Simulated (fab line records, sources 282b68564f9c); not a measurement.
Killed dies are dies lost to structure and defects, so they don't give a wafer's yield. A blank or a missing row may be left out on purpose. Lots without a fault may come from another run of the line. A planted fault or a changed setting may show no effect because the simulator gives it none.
fab line records | flow rit_cmos
record lots=6 wafers=18 last_day=7
route steps=202 shown SILICIDE@167 CONTACT@168 M1@184
lots that met no fault: from a run of the same line without faults
start_h: hours from the record's first day to the start of the lot's first wafer shown | wait_h: hours since the lot's step before | " the same as in the row above | L1.1+2: a row that stands for several wafers | - no value, or no start given | * or withheld: withheld | < > ~ a bound
route shown NAME@n: a module of which the file shows steps, and the number in the route of the first | usual: mean/standard deviation of fault-free wafers | same: alike in all rows | chamber/n: place in a boat | sites: the reading at each site | _std_site: their standard deviation | _edge_site: outer sites' mean less inner sites' | radius_mm: how far each site lies from the wafer's centre | mask NAME#n: copy n | behind: the tool/chamber that last shaped the wafer | hold: why the lot was held/for how many hours/how that ended | device: the transistor (n, p or np) that didn't switch | end of line: the same wafers' tests at the end of the route | a step without rows: its recipe alone | killed: dies lost to structure and defects at the first sort, not the wafer's yield | map: a wafer's dies, x killed, . not, _ none there
set.NAME: the setting as run; set.NAME@STEP: as run at that earlier step | model.NAME: the simulator's own value behind a step, which no gauge read
lots at some steps of the route; a table a step, a row a wafer
services: from which hour (start_h, from the record's first day; less than 0 if before it) a tool's chamber was out of use, for how many hours, and why
## steps
# step RIT_SILICIDE_RTA_06
# recipe temp_c=750 time_s=10 idle_temp_c=25 ramp_up_s=5 ramp_down_s=10 cool_to_c=25 ambient=N2
# usual wafer_temp_C_max=753.5/1.3
# columns lot.wafer tool chamber start_h wait_h wafer_temp_C_max
L820.3 rtp_anneal-02 0 57.98 0.0 751.9
L820.4 " 0 " " 752.3
L820.6 " 0 " " 753.4
L825.1 rtp_anneal-01 0 82.65 0.0 755.2
L825.2 " 0 " " 754.0
L825.4 " 0 " " 753.0
L834.3 rtp_anneal-02 0 129.51 0.0 751.7
L834.4 " 0 " " 752.5
L834.6 " 0 " " 751.9
L836.2 rtp_anneal-02 0 136.67 0.0 752.6
L836.5 " 0 " " 753.1
L836.6 " 0 " " 752.1
L838.1 rtp_anneal-02 0 146.13 0.0 752.2
L838.3 " 0 " " 753.2
L838.4 " 0 " " 753.7
L839.1 rtp_anneal-01 0 152.51 0.0 754.4
L839.3 " 0 " " 755.3
L839.6 " 0 " " 755.7
# step RIT_CONTACT_CVD_00
# recipe material=SiO2 target_thk_nm=400 precursor=TEOS temp_c=390 time_s=61 rf_w=400
# usual heater_power_w=372/70
# columns lot.wafer tool chamber start_h wait_h heater_power_w
L820.3 pecvd-03 2 58.03 0.0 304
L820.4 " 0 " " 267
L820.6 " 1 " " 468
L825.1 pecvd-01 2 82.71 0.1 421
L825.2 " 0 " " 471
L825.4 " 0 " " 489
L834.3 pecvd-01 0 129.55 0.0 494
L834.4 " 1 " " 320
L834.6 " 2 " " 421
L836.2 pecvd-03 0 136.73 0.0 327
L836.5 " 1 " " 405
L836.6 " 2 " " 290
L838.1 pecvd-02 2 146.20 0.1 404
L838.3 " 1 " " 514
L838.4 " 1 " " 509
L839.1 pecvd-03 2 152.58 0.1 269
L839.3 " 1 " " 398
L839.6 " 2 " " 276
# step RIT_CONTACT_THK_MEAS_01
# recipe reads=SiO2_of_CONTACT_CVD_00
# usual CONTACT_TEOS_THK=401/5.2
# columns lot.wafer tool chamber start_h wait_h CONTACT_TEOS_THK[nm]
L820.3 film_metro-04 - 58.10 0.0 398
L820.4 " - " " 404
L820.6 " - " " 404
L825.1 film_metro-04 - 82.76 0.0 405
L825.2 " - " " 411
L825.4 " - " " 409
L834.3 film_metro-03 - 129.62 0.0 401
L834.4 " - " " 400
L834.6 " - " " 405
L836.2 film_metro-03 - 136.79 0.0 392
L836.5 " - " " 401
L836.6 " - " " 402
L838.1 film_metro-03 - 146.25 0.0 404
L838.3 " - " " 407
L838.4 " - " " 408
L839.1 film_metro-01 - 152.63 0.0 392
L839.3 " - " " 398
L839.6 " - " " 398
# step RIT_CONTACT_HMDS_02
# recipe prime_time_s=60 prime_temp_c=140
# step RIT_CONTACT_COAT_03
# recipe resist=NOVOLAK spin_rpm=3250 resist_thk_nm=1000
# step RIT_CONTACT_SOFTBAKE_04
# recipe resist=NOVOLAK temp_c=90 time_s=60
# step RIT_CONTACT_EXPOSE_05
# recipe mask_id=M11 na=0.6 source_shape=conventional sigma_outer=0.5 target_cd_nm=1000 dose_mj=250
# step RIT_CONTACT_PEB_06
# recipe resist=NOVOLAK temp_c=withheld time_s=withheld
# step RIT_CONTACT_DEVELOP_07
# recipe resist=NOVOLAK develop_time_s=120 dev_temp_c=23.39
# step RIT_CONTACT_CD_MEAS_08
# recipe target_cd_nm=1000
# usual cd_nm=999.7/1.7
# columns lot.wafer tool chamber start_h wait_h cd_nm
L820.3 cd_sem-02 - 59.17 - 999.4
L820.4 " - " " 997.4
L820.6 " - " " 997.8
L825.1 cd_sem-01 - 83.79 - 997.4
L825.2 " - " " 995.5
L825.4 " - " " 998.6
L834.3 cd_sem-01 - 130.79 - 1001.2
L834.4 " - " " 1001.6
L834.6 " - " " 1000.5
L836.2 cd_sem-02 - 137.96 - 999.4
L836.5 " - " " 998.2
L836.6 " - " " 998.6
L838.1 cd_sem-02 - 147.27 - 998.9
L838.3 " - " " 999.9
L838.4 " - " " 997.4
L839.1 cd_sem-02 - 153.78 - 999.3
L839.3 " - " " 1001.1
L839.6 " - " " 1002.7
# step RIT_CONTACT_OVL_MEAS_09
# usual CONTACT_OVL=0.1/1.4
# columns lot.wafer tool chamber start_h wait_h CONTACT_OVL[nm]
L820.3 overlay-02 - 59.26 0.1 -0.5
L820.4 " - " " -1.9
L820.6 " - " " -0.8
L825.1 overlay-02 - 83.91 0.1 1.8
L825.2 " - " " 0.0
L825.4 " - " " 0.7
L834.3 overlay-01 - 130.89 0.1 -2.7
L834.4 " - " " -2.9
L834.6 " - " " -3.0
L836.2 overlay-01 - 138.07 0.1 1.2
L836.5 " - " " 1.2
L836.6 " - " " 3.4
L838.1 overlay-02 - 147.39 0.1 1.2
L838.3 " - " " 0.8
L838.4 " - " " 2.6
L839.1 overlay-01 - 153.90 0.1 1.2
L839.3 " - " " 1.1
L839.6 " - " " 0.7
# step RIT_CONTACT_HARDBAKE_10
# recipe resist=NOVOLAK temp_c=140 time_s=60
# step RIT_CONTACT_ETCH_11
# recipe target_depth_a=4800 over_etch_frac=0.2 stop_on=TiSi2 chemistry=CHF3/CF4/Ar target=SiO2 CHF3_flow_sccm=50 cf4_flow_sccm=10 Ar_flow_sccm=100 O2_flow_sccm=5 pressure_mtorr=100 rf_w=200 time_s=320
# usual drypump_motor_current_A=5.7/0.33 oes_product_au=0.991/0.015 throttle_valve_pct=8.96/0.14
# columns lot.wafer tool chamber start_h wait_h drypump_motor_current_A oes_product_au rf_hours_counter_h throttle_valve_pct
L820.3 rie_diel-03 0 59.43 0.1 5.3 1.029 115 8.97
L820.4 " 1 " " 5.9 0.991 125 9.02
L820.6 " 1 " " 5.9 0.990 - 9.01
L825.1 rie_diel-01 2 84.10 0.1 5.6 1.006 7 8.88
L825.2 " 1 " " 5.3 0.996 101 8.76
L825.4 " 3 " " 5.6 0.987 2 9.16
L834.3 rie_diel-01 2 131.30 0.1 5.6 1.000 8 8.91
L834.4 " 1 " " 5.3 0.999 102 8.75
L834.6 " 1 " " 5.3 1.002 - 8.76
L836.2 rie_diel-01 3 138.25 0.1 5.6 0.983 3 9.14
L836.5 " 2 " " 5.6 1.005 - 8.89
L836.6 " 1 " " 5.3 1.007 - 8.76
L838.1 rie_diel-03 3 147.58 0.1 5.9 0.969 45 8.93
L838.3 " 0 " " 5.3 1.029 116 8.96
L838.4 " 2 " " 5.5 0.988 8 9.14
L839.1 rie_diel-03 0 154.09 0.1 5.3 1.019 117 8.98
L839.3 " 3 " " 5.9 0.963 45 8.93
L839.6 " 0 " " 5.3 1.028 - 8.97
# step RIT_CONTACT_STRIP_12
# recipe chemistry=O2 time_s=180 resist=NOVOLAK platen_temp_c=withheld power_w=500 pressure_mtorr=4000 o2_flow_sccm=4000
# step RIT_CONTACT_CD_MEAS_90
# recipe target_cd_nm=1000
# usual cd_nm=999.8/1.7
# columns lot.wafer tool chamber start_h wait_h cd_nm
L820.3 cd_sem-02 - 59.84 0.1 999.0
L820.4 " - " " 997.7
L820.6 " - " " 997.9
L825.1 cd_sem-02 - 84.47 0.1 997.5
L825.2 " - " " 995.7
L825.4 " - " " 998.8
L834.3 cd_sem-01 - 131.71 0.1 1001.1
L834.4 " - " " 1001.2
L834.6 " - " " 1001.0
L836.2 cd_sem-01 - 138.64 0.1 999.5
L836.5 " - " " 998.2
L836.6 " - " " 998.5
L838.1 cd_sem-01 - 147.95 0.1 998.6
L838.3 " - " " 999.9
L838.4 " - " " 997.0
L839.1 cd_sem-02 - 154.46 0.1 999.0
L839.3 " - " " 1001.9
L839.6 " - " " 1002.4
# step RIT_CONTACT_CLEAN_13
# recipe chemistry=SC1 mix=3:3:50 time_s=600 temp_c=75
# step RIT_CONTACT_CLEAN_14
# recipe chemistry=SC2 mix=3:3:50 time_s=600 temp_c=75 dry=n2_spin
# step RIT_M1_SPUTTER_00
# recipe material=Al target_thk_nm=400 power_w=2000 chamber_pressure_pa=0.4 gas=Ar time_s=500 substrate_temp_c=25
# usual substrate_temp_c=25.00/0.1 throttle_valve_pct=30.0/1.1
# columns lot.wafer tool chamber start_h wait_h substrate_temp_c throttle_valve_pct
L820.3 pvd_sputter-04 - 60.27 0.0 24.90 29.0
L820.4 " - " " 24.99 31.3
L820.6 " - " " 24.92 31.4
L825.1 pvd_sputter-04 - 84.97 0.0 24.87 31.7
L825.2 " - " " 25.02 31.2
L825.4 " - " " 25.08 29.0
L834.3 pvd_sputter-03 - 132.14 0.0 25.03 31.0
L834.4 " - " " 25.17 30.0
L834.6 " - " " 24.83 29.1
L836.2 pvd_sputter-03 - 139.09 0.0 24.91 29.1
L836.5 " - " " 25.12 28.5
L836.6 " - " " 24.99 31.0
L838.1 pvd_sputter-03 - 148.42 0.0 24.97 28.6
L838.3 " - " " 25.04 28.4
L838.4 " - " " 25.04 29.6
L839.1 pvd_sputter-04 - 154.96 0.0 25.09 29.2
L839.3 " - " " 25.01 31.3
L839.6 " - " " 24.75 31.7
# step RIT_M1_RS_MEAS_01
# recipe thk_meas_gauge=four-point-probe reads=Al_of_M1_SPUTTER_00
# usual M1_AL_RS=0.0737/0.00071
# columns lot.wafer tool chamber start_h wait_h M1_AL_RS[ohm/sq]
L820.3 film_metro-03 - 60.61 0.2 0.0737
L820.4 " - " " 0.0735
L820.6 " - " " 0.0742
L825.1 film_metro-02 - 85.26 0.1 0.0733
L825.2 " - " " 0.0733
L825.4 " - " " 0.0730
L834.3 film_metro-02 - 132.47 0.2 0.0746
L834.4 " - " " 0.0745
L834.6 " - " " 0.0741
L836.2 film_metro-02 - 139.40 0.2 0.0732
L836.5 " - " " 0.0738
L836.6 " - " " 0.0738
L838.1 film_metro-04 - 148.71 0.1 0.0740
L838.3 " - " " 0.0736
L838.4 " - " " 0.0745
L839.1 film_metro-02 - 155.26 0.1 0.0743
L839.3 " - " " 0.0738
L839.6 " - " " 0.0743
# step RIT_M1_THK_MEAS_02
# recipe thk_meas_gauge=xrf reads=Al_of_M1_SPUTTER_00
# usual M1_AL_THK=406/4.7
# columns lot.wafer tool chamber start_h wait_h M1_AL_THK[nm]
L820.3 film_metro-03 - 60.71 0.1 406
L820.4 " - " " 407
L820.6 " - " " 403
L825.1 film_metro-02 - 85.38 0.1 406
L825.2 " - " " 406
L825.4 " - " " 407
L834.3 film_metro-02 - 132.57 0.1 397
L834.4 " - " " 401
L834.6 " - " " 401
L836.2 film_metro-02 - 139.51 0.1 408
L836.5 " - " " 401
L836.6 " - " " 402
L838.1 film_metro-04 - 148.83 0.1 407
L838.3 " - " " 411
L838.4 " - " " 403
L839.1 film_metro-02 - 155.38 0.1 399
L839.3 " - " " 404
L839.6 " - " " 401
# step RIT_M1_HMDS_03
# recipe prime_time_s=60 prime_temp_c=140
# step RIT_M1_COAT_04
# recipe resist=NOVOLAK spin_rpm=2000 resist_thk_nm=1300
# step RIT_M1_SOFTBAKE_05
# recipe resist=NOVOLAK temp_c=90 time_s=60
# step RIT_M1_EXPOSE_06
# recipe mask_id=M12 na=0.6 source_shape=conventional sigma_outer=0.5 target_cd_nm=2600 dose_mj=250
# step RIT_M1_PEB_07
# recipe resist=NOVOLAK temp_c=withheld time_s=withheld
# step RIT_M1_DEVELOP_08
# recipe resist=NOVOLAK develop_time_s=68 dev_temp_c=22.44
# step RIT_M1_CD_MEAS_09
# recipe target_cd_nm=2600
# usual cd_nm=2600.4/2.1
# columns lot.wafer tool chamber start_h wait_h cd_nm
L820.3 cd_sem-02 - 61.67 - 2598.5
L820.4 " - " " 2598.1
L820.6 " - " " 2599.2
L825.1 cd_sem-01 - 86.32 - 2600.5
L825.2 " - " " 2603.4
L825.4 " - " " 2602.3
L834.3 cd_sem-02 - 133.81 - 2603.6
L834.4 " - " " 2602.0
L834.6 " - " " 2601.6
L836.2 cd_sem-01 - 140.46 - 2597.3
L836.5 " - " " 2597.6
L836.6 " - " " 2597.2
L838.1 cd_sem-02 - 149.77 - 2599.3
L838.3 " - " " 2600.0
L838.4 " - " " 2599.2
L839.1 cd_sem-02 - 156.44 - 2598.4
L839.3 " - " " 2598.8
L839.6 " - " " 2598.6
# step RIT_M1_OVL_MEAS_10
# usual M1_OVL=-0.3/1.5
# columns lot.wafer tool chamber start_h wait_h M1_OVL[nm]
L820.3 overlay-02 - 61.76 0.1 -0.4
L820.4 " - " " -0.8
L820.6 " - " " -2.2
L825.1 overlay-02 - 86.44 0.1 0.1
L825.2 " - " " 2.1
L825.4 " - " " -1.8
L834.3 overlay-01 - 133.90 0.1 -0.1
L834.4 " - " " 0.3
L834.6 " - " " 0.7
L836.2 overlay-02 - 140.57 0.1 1.7
L836.5 " - " " 0.2
L836.6 " - " " 0.0
L838.1 overlay-01 - 149.89 0.1 2.3
L838.3 " - " " 1.7
L838.4 " - " " 0.2
L839.1 overlay-01 - 156.56 0.1 -0.5
L839.3 " - " " -2.0
L839.6 " - " " -1.7
# step RIT_M1_HARDBAKE_11
# recipe resist=NOVOLAK temp_c=140 time_s=120
# step RIT_M1_METAL_ETCH_12
# recipe stop_on=SiO2 chemistry=Cl2/BCl3 target=Al time_s=165 over_etch_frac=0.5 pressure_mtorr=100 target_depth_a=6000 rf_w=250 Cl2_flow_sccm=60 bcl3_flow_sccm=50
# usual drypump_motor_current_A=5.76/0.21 mfc_cl2_sccm=59.99/0.2 oes_product_au=0.774/0.016 throttle_valve_pct=8.30/0.13
# columns lot.wafer tool chamber start_h wait_h drypump_motor_current_A mfc_cl2_sccm oes_product_au rf_hours_counter_h throttle_valve_pct
L820.3 rie_metal-03 0 62.09 0.2 5.69 59.87 0.768 - 8.35
L820.4 " 1 " " 6.22 59.87 0.806 - 8.12
L820.6 " 0 " " 5.72 59.85 0.773 - 8.34
L825.1 rie_metal-01 1 86.79 0.2 5.54 59.65 0.754 36 8.16
L825.2 " 0 " " 5.68 59.73 0.759 34 8.48
L825.4 " 0 " " 5.69 59.70 0.760 - 8.49
L834.3 rie_metal-01 0 134.23 0.2 5.69 59.98 0.751 - 8.46
L834.4 " 1 " " 5.56 60.11 0.741 - 8.17
L834.6 " 1 " " 5.54 60.12 0.752 - 8.18
L836.2 rie_metal-04 0 140.85 0.2 5.73 59.92 0.771 1 8.40
L836.5 " 1 " " 5.72 59.74 0.775 - 8.29
L836.6 " 0 " " 5.71 59.72 0.769 - 8.43
L838.1 rie_metal-04 0 150.29 0.2 5.74 60.02 0.778 2 8.41
L838.3 " 1 " " 5.71 59.87 0.777 - 8.27
L838.4 " 0 " " 5.75 60.20 0.772 - 8.42
L839.1 rie_metal-01 1 156.85 0.2 5.51 60.01 0.761 0 8.17
L839.3 " 0 " " 5.70 60.15 0.768 - 8.46
L839.6 " 1 " " 5.56 59.86 0.770 - 8.15
# step RIT_M1_STRIP_13
# recipe chemistry=nmp resist=NOVOLAK temp_c=80 time_s=600 dry=n2_spin
# step RIT_M1_STRIP_14
# recipe chemistry=O2 time_s=180 platen_temp_c=withheld power_w=500 pressure_mtorr=4000 o2_flow_sccm=4000
# usual drypump_motor_current_A=5.8/0.62
# columns lot.wafer tool chamber start_h wait_h drypump_motor_current_A rf_hours_counter_h
L820.3 plasma_asher-03 1 62.43 0.1 6.7 -
L820.4 " 0 " " 6.4 -
L820.6 " 1 " " 6.7 -
L825.1 plasma_asher-04 0 87.13 0.0 5.4 45
L825.2 " 1 " " 4.9 45
L825.4 " 0 " " 5.4 -
L834.3 plasma_asher-04 0 134.57 0.1 5.4 -
L834.4 " 1 " " 4.9 -
L834.6 " 1 " " 4.9 -
L836.2 plasma_asher-03 1 141.24 0.0 6.7 47
L836.5 " 1 " " 6.7 -
L836.6 " 0 " " 6.4 -
L838.1 plasma_asher-03 1 150.70 0.1 6.7 48
L838.3 " 1 " " 6.7 -
L838.4 " 0 " " 6.5 -
L839.1 plasma_asher-03 1 157.22 0.0 6.7 49
L839.3 " 0 " " 6.4 -
L839.6 " 0 " " 6.5 -
# step RIT_M1_CD_MEAS_90
# recipe target_cd_nm=2600
# usual cd_nm=2600.6/2.5
# columns lot.wafer tool chamber start_h wait_h cd_nm
L820.3 cd_sem-02 - 62.59 0.1 2596.3
L820.4 " - " " 2597.8
L820.6 " - " " 2597.7
L825.1 cd_sem-02 - 87.31 0.1 2601.8
L825.2 " - " " 2603.3
L825.4 " - " " 2602.6
L834.3 cd_sem-02 - 134.73 0.1 2604.3
L834.4 " - " " 2603.0
L834.6 " - " " 2603.6
L836.2 cd_sem-01 - 141.43 0.1 2597.6
L836.5 " - " " 2597.5
L836.6 " - " " 2596.5
L838.1 cd_sem-01 - 150.87 0.1 2597.4
L838.3 " - " " 2600.0
L838.4 " - " " 2598.9
L839.1 cd_sem-01 - 157.39 0.1 2599.6
L839.3 " - " " 2599.0
L839.6 " - " " 2598.8
# step RIT_M1_ANNEAL_15
# recipe temp_c=447.2 time_s=1800 ambient=forming_gas_H2N2
# step RIT_M1_BOW_MEAS_16
# recipe mode=bow
# usual M1_BOW=17/6.9
# columns lot.wafer tool chamber start_h wait_h M1_BOW[um]
L820.3 film_metro-02 - 64.21 0.0 22
L820.4 " - " " 20
L820.6 " - " " 16
L825.1 film_metro-04 - 88.93 0.0 23
L825.2 " - " " 25
L825.4 " - " " 13
L834.3 film_metro-04 - 136.35 0.0 32
L834.4 " - " " 16
L834.6 " - " " 21
L836.2 film_metro-02 - 143.57 0.0 20
L836.5 " - " " 26
L836.6 " - " " 21
L838.1 film_metro-04 - 152.49 0.0 20
L838.3 " - " " 15
L838.4 " - " " 13
L839.1 film_metro-03 - 159.83 0.0 23
L839.3 " - " " 18
L839.6 " - " " 11
# step RIT_M1_PROBE_99
# usual killed_at_M0_to_M3=0.0/0.16 killed_at_front_end=7/3.1 killed_dies=7/3.1 killed_open=3.5/2.1 killed_short=3.5/2
# same gross_dies=264 killed_at_M4_up=0 killed_at_back_side=0 killed_at_contacts=0 killed_at_other=0
# columns lot.wafer tool chamber start_h wait_h killed_at_M0_to_M3 killed_at_front_end killed_dies killed_open killed_short model.etest.poly_comb_over_steps.leak_log10_a_um
L820.3 prober-02 - 64.39 0.2 0 7 7 3 4 -12.77
L820.4 prober-02 - 64.44 0.2 0 14 14 8 6 -12.8
L820.6 prober-02 - 64.54 0.2 0 5 5 3 2 -12.94
L825.1 prober-01 - 89.05 0.1 0 10 10 3 7 -12.59
L825.2 prober-01 - 89.10 0.1 1 7 8 1 6 -12.72
L825.4 prober-01 - 89.20 0.2 0 13 13 9 4 -12.85
L834.3 prober-02 - 136.53 0.2 0 12 12 7 3 -5.528
L834.4 prober-02 - 136.58 0.2 0 14 14 6 7 -5.338
L834.6 prober-02 - 136.68 0.2 0 15 15 3 9 -6.406
L836.2 prober-02 - 143.72 0.1 0 6 6 4 0 -4.757
L836.5 prober-02 - 143.87 0.2 0 7 7 2 4 -4.736
L836.6 prober-02 - 143.92 0.2 0 3 3 1 2 -5.071
L838.1 prober-02 - 152.61 0.1 0 8 8 5 3 -12.7
L838.3 prober-02 - 152.71 0.2 0 7 7 4 3 -12.79
L838.4 prober-02 - 152.76 0.2 0 4 4 3 1 -12.71
L839.1 prober-01 - 159.95 0.1 0 5 5 3 2 -12.96
L839.3 prober-01 - 160.05 0.2 0 1 1 0 1 -12.73
L839.6 prober-01 - 160.20 0.2 0 8 8 5 3 -12.63
# killed by level:class
L820.3 FOX1:geometric_particle:open=2 REOX:geometric_particle:short=2 FOX2:geometric_particle:short=1 GATE:geometric_particle:short=1 SPACER:geometric_particle:open=1
L820.4 FOX1:geometric_particle:open=3 GATE:geometric_particle:open=3 SPACER:geometric_particle:short=3 FOX1:geometric_particle:short=2 GATE:geometric_particle:short=1 REOX:geometric_particle:open=1 SPACER:geometric_particle:open=1
L820.6 FOX1:geometric_particle:short=1 GATE:geometric_particle:open=1 REOX:geometric_particle:short=1 REOX:geometric_particle:open=1 SPACER:geometric_particle:open=1
L825.1 SILICIDE:geometric_particle:short=3 FOX1:geometric_particle:open=2 GATE:geometric_particle:short=2 REOX:geometric_particle:short=2 REOX:geometric_particle:open=1
L825.2 REOX:geometric_particle:short=4 FOX2:geometric_particle:short=1 SPACER:geometric_particle:open=1 SILICIDE:geometric_particle:short=1 M1:coat_microbubble_printed=1
L825.4 GATE:geometric_particle:open=4 REOX:geometric_particle:open=4 GATE:geometric_particle:short=3 REOX:geometric_particle:short=1 SILICIDE:geometric_particle:open=1
L834.3 GATE:geometric_particle:open=2 REOX:geometric_particle:open=2 SILICIDE:geometric_particle:open=2 GATE:area_etch=2 FOX1:geometric_particle:short=1 FOX2:geometric_particle:open=1 GATE:geometric_particle:short=1 REOX:geometric_particle:short=1
L834.4 FOX1:geometric_particle:open=5 FOX1:geometric_particle:short=3 SPACER:geometric_particle:short=2 GATE:geometric_particle:open=1 GATE:geometric_particle:short=1 SILICIDE:geometric_particle:short=1 GATE:area_etch=1
L834.6 FOX1:geometric_particle:short=3 GATE:geometric_particle:short=3 GATE:area_etch=3 ACTIVE:geometric_particle:short=1 FOX1:geometric_particle:open=1 GATE:geometric_particle:open=1 SPACER:geometric_particle:short=1 SILICIDE:geometric_particle:open=1
L836.2 GATE:area_etch=2 FOX2:geometric_particle:open=1 GATE:geometric_particle:open=1 SPACER:geometric_particle:open=1 SILICIDE:geometric_particle:open=1
L836.5 FOX1:geometric_particle:short=1 FOX2:geometric_particle:short=1 GATE:geometric_particle:short=1 REOX:geometric_particle:short=1 REOX:geometric_particle:open=1 SILICIDE:geometric_particle:open=1 GATE:area_etch=1
L836.6 FOX2:geometric_particle:short=1 SPACER:geometric_particle:short=1 SILICIDE:geometric_particle:open=1
L838.1 SPACER:geometric_particle:open=2 FOX1:geometric_particle:open=1 GATE:geometric_particle:open=1 GATE:geometric_particle:short=1 SPACER:geometric_particle:short=1 SILICIDE:geometric_particle:open=1 SILICIDE:geometric_particle:short=1
L838.3 FOX1:geometric_particle:open=2 REOX:geometric_particle:short=2 REOX:geometric_particle:open=1 SPACER:geometric_particle:short=1 SPACER:geometric_particle:open=1
L838.4 FOX1:geometric_particle:open=1 FOX2:geometric_particle:open=1 GATE:geometric_particle:open=1 GATE:geometric_particle:short=1
L839.1 FOX1:geometric_particle:short=1 FOX2:geometric_particle:open=1 GATE:geometric_particle:open=1 REOX:geometric_particle:short=1 REOX:geometric_particle:open=1
L839.3 FOX2:geometric_particle:short=1
L839.6 GATE:geometric_particle:open=3 GATE:geometric_particle:short=2 FOX1:geometric_particle:open=1 SPACER:geometric_particle:open=1 SPACER:geometric_particle:short=1
## services
# columns tool chamber start_h hours kind
rie_metal-04 - 35.40 0.6 repair
pecvd-03 - 35.87 1.4 repair
rie_metal-01 - 41.26 0.4 repair
rie_diel-01 0 55.11 2.8 repair
rie_diel-01 0 57.90 - clean
rie_diel-01 0 57.90 17.9 scheduled_down
rie_diel-01 0 57.90 17.9 vent_cycle
plasma_asher-04 - 68.29 2.8 pm
rie_metal-01 - 76.68 4.3 pm
pecvd-02 2 92.21 18.7 repair
plasma_asher-03 - 93.48 28.1 pm
rie_diel-03 0 111.88 6.7 repair
pecvd-02 - 111.98 1.6 repair
pvd_sputter-04 - 116.17 3.9 repair
pecvd-03 - 126.90 6.0 pm
rie_diel-03 0 128.77 15.3 repair
rie_metal-04 - 134.82 0.4 repair
rie_metal-01 - 136.12 20.0 pm
rie_metal-01 0 136.12 20.0 vent_cycle
rie_metal-01 1 136.12 20.0 vent_cycle
plasma_asher-03 - 144.28 5.9 repair
pecvd-01 - 147.99 0.8 repair
rie_metal-01 0 156.12 - clean
pvd_sputter-03 - 156.35 5.7 repair
## key
first_sign none at tools or gauges
model_effect step=RIT_M1_PROBE_99 value=etest.poly_comb_over_steps.leak_log10_a_um without=-12.72 struck=-5.306
met_at RIT_CONTACT_ETCH_11
struck_wafers L834.3,L834.4,L834.6,L836.2,L836.5,L836.6
tester_left_out L834,L836
onset_between 84.10 131.30
earlier_fault kind=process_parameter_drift tool=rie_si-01 chamber=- onset_h=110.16 steps=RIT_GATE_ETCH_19 channel=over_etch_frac offset=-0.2 shape=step end_h=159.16 stated=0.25
fault kind=process_parameter_drift tool=rie_diel-01 chamber=- onset_h=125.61 steps=RIT_CONTACT_ETCH_11 channel=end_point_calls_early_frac offset=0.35 shape=step
# tester_left_out: of these lots the tester's yield and bins aren't shown, on N5 and GAA mostly nor the transistor test; their killed dies are dies lost to structure and defects alone, not to doping, threshold or leakage, so they don't give the yield
